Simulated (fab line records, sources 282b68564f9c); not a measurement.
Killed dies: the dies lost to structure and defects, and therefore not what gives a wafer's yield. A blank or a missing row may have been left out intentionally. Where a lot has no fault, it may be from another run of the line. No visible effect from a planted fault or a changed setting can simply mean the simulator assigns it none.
Split-lot trial :: flow rit cmos :: 5 lots, 23 wafers read, on a route of 202 steps

ABOUT THE SPLIT
At RIT_CONTACT_CVD_00 (deposits SiO2 from TEOS, target thk 400 nm, time 61 s), the setting time s was moved away from the recipe's 61 s on 9 of the 23 wafers read, by -14.4% to +14.1%. This setting was run at the recipe's value on the other wafers.

The file shows no step between the split and the reading.

THE READING
CONTACT_TEOS_THK at RIT_CONTACT_THK_MEAS_01, in nm. On this fab line, fault-free wafers typically give 400 nm with a standard deviation of 5.6 nm.

wafer: L079.1
tool, chamber at the split: pecvd-04, 0
time s as run, s: 69.61
against the recipe: +14.1%
CONTACT_TEOS_THK, nm: 452
against lot-mates on the recipe: +47

wafer: L079.3
tool, chamber at the split: pecvd-04, 1
time s as run, s: 61
against the recipe: recipe
CONTACT_TEOS_THK, nm: 401
against lot-mates on the recipe: -

wafer: L079.4
tool, chamber at the split: pecvd-04, 2
time s as run, s: 61
against the recipe: recipe
CONTACT_TEOS_THK, nm: 406
against lot-mates on the recipe: -

wafer: L079.5
tool, chamber at the split: pecvd-04, 1
time s as run, s: 69.61
against the recipe: +14.1%
CONTACT_TEOS_THK, nm: 464
against lot-mates on the recipe: +59

wafer: L079.6
tool, chamber at the split: pecvd-04, 0
time s as run, s: 61
against the recipe: recipe
CONTACT_TEOS_THK, nm: 408
against lot-mates on the recipe: -

wafer: L081.1
tool, chamber at the split: pecvd-03, 1
time s as run, s: 61
against the recipe: recipe
CONTACT_TEOS_THK, nm: 402
against lot-mates on the recipe: -

wafer: L081.2
tool, chamber at the split: pecvd-03, 0
time s as run, s: 55.57
against the recipe: -8.9%
CONTACT_TEOS_THK, nm: 366
against lot-mates on the recipe: -38

wafer: L081.3
tool, chamber at the split: pecvd-03, 2
time s as run, s: 55.57
against the recipe: -8.9%
CONTACT_TEOS_THK, nm: 366
against lot-mates on the recipe: -38

wafer: L081.4
tool, chamber at the split: pecvd-03, 0
time s as run, s: 61
against the recipe: recipe
CONTACT_TEOS_THK, nm: 410
against lot-mates on the recipe: -

wafer: L081.5
tool, chamber at the split: pecvd-03, 2
time s as run, s: 61
against the recipe: recipe
CONTACT_TEOS_THK, nm: 401
against lot-mates on the recipe: -

wafer: L082.1
tool, chamber at the split: pecvd-04, 1
time s as run, s: 52.23
against the recipe: -14.4%
CONTACT_TEOS_THK, nm: 334
against lot-mates on the recipe: -61

wafer: L082.2
tool, chamber at the split: pecvd-04, 0
time s as run, s: 61
against the recipe: recipe
CONTACT_TEOS_THK, nm: 391
against lot-mates on the recipe: -

wafer: L082.3
tool, chamber at the split: pecvd-04, 2
time s as run, s: 52.23
against the recipe: -14.4%
CONTACT_TEOS_THK, nm: 333
against lot-mates on the recipe: -62

wafer: L082.5
tool, chamber at the split: pecvd-04, 1
time s as run, s: 52.23
against the recipe: -14.4%
CONTACT_TEOS_THK, nm: 338
against lot-mates on the recipe: -57

wafer: L082.6
tool, chamber at the split: pecvd-04, 2
time s as run, s: 61
against the recipe: recipe
CONTACT_TEOS_THK, nm: 399
against lot-mates on the recipe: -

wafer: L084.3
tool, chamber at the split: pecvd-03, 1
time s as run, s: 61
against the recipe: recipe
CONTACT_TEOS_THK, nm: 401
against lot-mates on the recipe: -

wafer: L084.4
tool, chamber at the split: pecvd-03, 2
time s as run, s: 61
against the recipe: recipe
CONTACT_TEOS_THK, nm: 408
against lot-mates on the recipe: -

wafer: L084.6
tool, chamber at the split: pecvd-03, 0
time s as run, s: 61
against the recipe: recipe
CONTACT_TEOS_THK, nm: 410
against lot-mates on the recipe: -

wafer: L085.1
tool, chamber at the split: pecvd-04, 2
time s as run, s: 61
against the recipe: recipe
CONTACT_TEOS_THK, nm: 404
against lot-mates on the recipe: -

wafer: L085.2
tool, chamber at the split: pecvd-04, 1
time s as run, s: 61
against the recipe: recipe
CONTACT_TEOS_THK, nm: 402
against lot-mates on the recipe: -

wafer: L085.3
tool, chamber at the split: pecvd-04, 0
time s as run, s: 64.29
against the recipe: +5.4%
CONTACT_TEOS_THK, nm: 420
against lot-mates on the recipe: +17

wafer: L085.4
tool, chamber at the split: pecvd-04, 1
time s as run, s: 61
against the recipe: recipe
CONTACT_TEOS_THK, nm: 402
against lot-mates on the recipe: -

wafer: L085.6
tool, chamber at the split: pecvd-04, 2
time s as run, s: 64.29
against the recipe: +5.4%
CONTACT_TEOS_THK, nm: 427
against lot-mates on the recipe: +24

FIT RESULTS
A straight line over all 23 wafers: CONTACT_TEOS_THK changes by +4.32 nm for each +1% of time s; r = +0.99; the points scatter about the line by 5.4 nm.
The same after taking each lot's own level away (the mean of its wafers on the recipe; 23 wafers): +4.02 nm for each +1%; r = +0.99; scatter 3.8 nm.
According to that fit, moving time s by its largest amount changes the reading by 58 nm.
The lots' own levels span 395.0 to 406.3 nm, that is 2.0 times the standard deviation above.
Consequently the slope shifts little with the lot-to-lot level, the two slopes agreeing.
Check: with one of the wafers moved furthest among these (-14.4%) left out of the fit, the line predicts -58.2 nm for it against its lot-mates. It came out at -61 nm against them.

THE WHOLE CHAIN: every reading that the file lists as answering this split, in the file's order
step: RIT_CONTACT_CVD_00
what it does: deposits SiO2 from TEOS, target thk 400 nm, time 61 s
reading: SiO2_of_CONTACT_CVD_00.thk nm (the simulator's own value, which no gauge read)
change (the file's fit): +4.03 nm for each +1% of the setting
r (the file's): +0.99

step: RIT_CONTACT_THK_MEAS_01
what it does: 
reading: CONTACT_TEOS_THK
change (the file's fit): +4.03 for each +1% of the setting
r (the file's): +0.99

step: RIT_CONTACT_ETCH_11
what it does: etches SiO2 in CHF3/CF4/Ar, stops on TiSi2, target depth 480 nm, time 320 s
reading: CONTACT.feature depth nm (the simulator's own value, which no gauge read)
change (the file's fit): +4.03 nm for each +1% of the setting
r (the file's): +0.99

step: RIT_CONTACT_ETCH_11
what it does: etches SiO2 in CHF3/CF4/Ar, stops on TiSi2, target depth 480 nm, time 320 s
reading: etch.depth nm (the simulator's own value, which no gauge read)
change (the file's fit): +4.03 nm for each +1% of the setting
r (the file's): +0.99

THE FILE'S OWN FIT
CONTACT_TEOS_THK changes by +4.03 nm for each +1% of time s, r = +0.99.
